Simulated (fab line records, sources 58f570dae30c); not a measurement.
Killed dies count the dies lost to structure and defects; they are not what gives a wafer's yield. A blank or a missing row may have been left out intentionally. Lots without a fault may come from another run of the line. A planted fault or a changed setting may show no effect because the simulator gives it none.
What tool caused it? -- flow berkeley cmos170 -- 42 wafers from 14 lots sampled at 4 of the route's 331 steps

WHAT THE GAUGES READ, wafer by wafer
UCB170_GATE_OVL_MEAS_13.
lot,measured,on,GATE_OVL (nm)
L694,day 7 07:31,overlay-02,1 3 4
L695,day 7 07:46,overlay-01,9 9 3
L692,day 7 08:18,overlay-02,-1 -3 -7
L697,day 7 21:33,overlay-01,6 4 7
L696,day 7 21:49,overlay-01,-8 -2 -4
L698,day 8 12:56,overlay-01,3 3 4
L699,day 8 13:13,overlay-02,14 11 10
L700,day 8 13:19,overlay-01,-5 -4 -3
L702,day 9 02:16,overlay-02,7 -1 -7
L707,day 9 22:07,overlay-02,13 11 6
L706,day 9 22:14,overlay-01,15 15 6
L712,day 11 01:40,overlay-02,11 6 8
L713,day 11 14:40,overlay-02,1 8 10
L715,day 11 20:04,overlay-02,3 -4 -1

UCB170_SILICIDE_RS_MEAS_02: the measuring method here is four-point-probe.
lot,measured,on,SILICIDE_TI_RS (ohm/sq)
L694,day 8 11:43,film metro-02,26.1 26.1 25.9
L695,day 8 11:26,film metro-02,26.0 26.5 26.4
L692,day 8 10:28,film metro-04,25.9 25.9 25.8
L697,day 8 14:50,film metro-04,26.3 26.7 26.1
L696,day 8 15:11,film metro-04,26.7 26.2 26.4
L698,day 9 09:37,film metro-04,26.2 26.0 25.9
L699,day 9 10:27,film metro-02,26.6 26.3 26.7
L700,day 9 10:45,film metro-02,26.3 26.1 26.1
L702,day 10 04:43,film metro-03,25.7 25.6 25.8
L707,day 10 16:34,film metro-02,26.2 25.9 26.1
L706,day 10 16:02,film metro-03,26.6 26.7 26.5
L712,day 11 18:19,film metro-03,25.8 25.9 26.1
L713,day 12 05:11,film metro-04,26.2 26.2 26.4
L715,day 12 11:02,film metro-03,26.0 26.0 26.0

UCB170_V1_THK_MEAS_04.
lot,measured,on,V1_POLISHED_THK (nm)
L694,day 8 23:05,film metro-04,996.9 1000.0 998.9
L695,day 8 20:25,film metro-04,1002.1 1000.6 999.8
L692,day 8 21:45,film metro-04,1000.7 999.3 998.6
L697,day 9 00:24,film metro-03,999.7 999.5 999.1
L696,day 9 01:44,film metro-04,999.0 999.7 997.7
L698,day 9 23:00,film metro-03,1001.2 1002.6 1000.5
L699,day 9 21:35,film metro-03,999.3 1001.0 1000.7
L700,day 10 00:15,film metro-01,999.5 999.7 999.0
L702,day 10 17:28,film metro-04,998.6 999.8 1000.0
L707,day 11 04:01,film metro-04,1001.2 1000.4 999.8
L706,day 11 04:01,film metro-01,999.8 999.5 1000.3
L712,day 12 06:05,film metro-03,999.2 998.6 1000.2
L713,day 12 14:13,film metro-03,924.2 924.0 925.2
L715,day 13 00:39,film metro-01,926.0 926.6 926.2

WHAT TOOL EACH LOT RAN ON (gives the tool, then ch and the chambers of the sampled wafers, and finally the start)
lot,UCB170_V1_CMP_02
L694,"cmp-02 ch 0,3, day 8 22:42"
L695,"cmp-01 ch 0,1,3, day 8 20:05"
L692,"cmp-02 ch 0,1,2, day 8 21:19"
L697,"cmp-02 ch 0,1, day 8 23:59"
L696,"cmp-01 ch 0,1,2, day 9 01:19"
L698,"cmp-01 ch 0,3, day 9 22:34"
L699,"cmp-02 ch 1,2,3, day 9 21:10"
L700,"cmp-02 ch 0,1,3, day 9 23:50"
L702,"cmp-01 ch 1,2, day 10 17:02"
L707,"cmp-02 ch 1,2,3, day 11 03:35"
L706,"cmp-01 ch 0,2, day 11 03:35"
L712,"cmp-02 ch 1,2,3, day 12 05:40"
L713,"cmp-02 ch 2,3, day 12 13:48"
L715,"cmp-02 ch 0,1,3, day 13 00:13"
- UCB170_V1_CMP_02: polishes SiO2.

AS READ BY THE TOOLS THEMSELVES (means over the sampled wafers that have a number; for cases with no such wafer, the mark the record gives instead)
UCB170_V1_CMP_02.
lot,tool,motor current A (A)
L694,cmp-02,15.1
L695,cmp-01,15.6
L692,cmp-02,15.1
L697,cmp-02,14.5
L696,cmp-01,16.0
L698,cmp-01,14.2
L699,cmp-02,15.6
L700,cmp-02,15.0
L702,cmp-01,16.0
L707,cmp-02,15.9
L706,cmp-01,15.4
L712,cmp-02,15.6
L713,cmp-02,16.5
L715,cmp-02,15.2

THE ANSWER, worked out from the rows above alone
Rule: usual is defined by the lots themselves. The widest of any qualifying gaps counts: lots, ordered by their means at a reading, are off when they make up no more than a third of the lots, leave a main group of 4 or more, and stand apart from it by 3 or more times the standard deviation of that group's means. The tables above print the reading to a certain number of digits; a main group whose means all agree to those digits is not used. A lot without any number at a reading at which 4 lots or more have one is off too. All remaining lots with rows at the step are treated as sound. The gauges are gone through in route order, then the tools' own readings, and for those a lot's mean is taken as printed above. The first step at which some lot is off is used, and at that step the reading that is off furthest; a lot without a number counts as furthest.
Off: L713, L715, seen at UCB170_V1_THK_MEAS_04 (V1_POLISHED_THK). For the main group the mean is 999.8 nm and the standard deviation 0.8.
If a tool, at a process step before that reading, ran all the lots that are off and no sound lot after the first of them, it fits. The gauges at UCB170_V1_THK_MEAS_04 are tried like those tools. One candidate fits, namely cmp-02 at UCB170_V1_CMP_02. A fault onset in the window from L712 (day 12 05:40, its last sound lot) to L713 (day 12 13:48, its first lot off) fits.

WHAT THE SIMULATOR HAD INSERTED
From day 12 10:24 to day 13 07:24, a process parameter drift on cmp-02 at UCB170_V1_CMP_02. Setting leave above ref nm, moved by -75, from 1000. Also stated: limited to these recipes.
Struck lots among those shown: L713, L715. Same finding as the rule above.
